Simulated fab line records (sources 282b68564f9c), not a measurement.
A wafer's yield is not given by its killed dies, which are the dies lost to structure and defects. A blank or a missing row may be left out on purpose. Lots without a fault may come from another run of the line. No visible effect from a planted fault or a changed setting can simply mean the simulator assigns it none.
Code-filled problem report in 8D (eight disciplines) form    flow rit cmos    the parts of the form that need people (team, actions taken, sign-off) are left out

== 1. THE PROBLEM ==
Mean of run length s at RIT_M1_METAL_ETCH_12: 152.12 s across 2 wafers in 2 lots; on wafers with no fault it is 193.68 s (standard deviation 0.28). So: -99 or more standard deviations from the usual mean.
The step: etches Al in Cl2/BCl3, stops on SiO2, time 165 s, target depth 600 nm.
First observed at day 7 08:02: wafer L720.5, on rie metal-02. The record has a number at this step for 18 wafers belonging to 6 lots. Rule for "out" (also "out of limits"): further than 4 standard deviations from the usual mean. Any other wafer with a number is counted as sound.

== 2. WHAT IT IS, AND WHAT IT ISN'T ==
question                     is                            is not
which readings at this step  run length s, oes product au  chamber pressure mTorr, drypump motor current A, throttle valve pct
which lots                   L720, L722                    L709, L710, L711, L724
which wafers of those lots   L720.5, L722.3                L720.1, L720.6, L722.2, L722.6
read on which tools          rie metal-02                  rie metal-01, rie metal-04
when                         from day 7 08:02              up to then (11 sound wafers); but 5 sound wafers of L722, L724 came after

== 3. THE SUSPECTS, EACH WITH WHAT RULES IT OUT ==
Counting: a tool at a process step up to the reading stays a suspect if it ran every lot that is out. Sound lots after the first of them don't rule it out here, since some wafers of a struck lot are sound.
- pvd sputter-03 at RIT_M1_SPUTTER_00 (material Al, target thk 400 nm, time 500 s): kept. It ran every lot that is out, first L720 (day 7 06:16); its last sound lot up to then is L711 (day 5 12:50).
- rie metal-02 at RIT_M1_METAL_ETCH_12 (etches Al in Cl2/BCl3, stops on SiO2, time 165 s, target depth 600 nm): kept. It ran every lot that is out, first L720 (day 7 08:02); its last sound lot up to then is L709 (day 5 00:27). Its own readings are out on those wafers: oes product au, run length s.
- The sound lot-mates ran in chamber 1 of rie metal-02 at RIT_M1_METAL_ETCH_12, but the wafers that are out ran in chamber 0.
Remaining after the count are pvd sputter-03 at RIT_M1_SPUTTER_00 and rie metal-02 at RIT_M1_METAL_ETCH_12.

== 4. THE CAUSE (what the simulator had put in) ==
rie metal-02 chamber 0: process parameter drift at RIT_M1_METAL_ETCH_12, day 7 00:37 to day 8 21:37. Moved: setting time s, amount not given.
Counting left 2 suspects, and this tool is among them.

== 5. SEQUENCE OF EFFECTS, ordered by route ==
Each row: a reading where the mean over the struck wafers with a number is more than 3 standard deviations away from the usual. Only readings for which the record gives a usual standard deviation are gone through. hours: the time from each lot's start at the first step in this table that gives one to its start at this step, as a median over the lots. sigmas: the change in usual standard deviations.
hours  step                  reading         usual       on struck wafers  change  sigmas
0      RIT_M1_METAL_ETCH_12  oes product au  0.764 a.u.  0.983             +0.219  +26
0      RIT_M1_METAL_ETCH_12  run length s    193.68 s    152.12            -41.56  -99 or more
Process steps it contains:
- RIT_M1_METAL_ETCH_12: etches Al in Cl2/BCl3, stops on SiO2, time 165 s, target depth 600 nm.

== 6. WHAT WOULD HAVE CAUGHT IT SOONER ==
7 hours passed between the start of the fault at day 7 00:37 and the first reading out of limits in this record, taken at day 7 08:02.
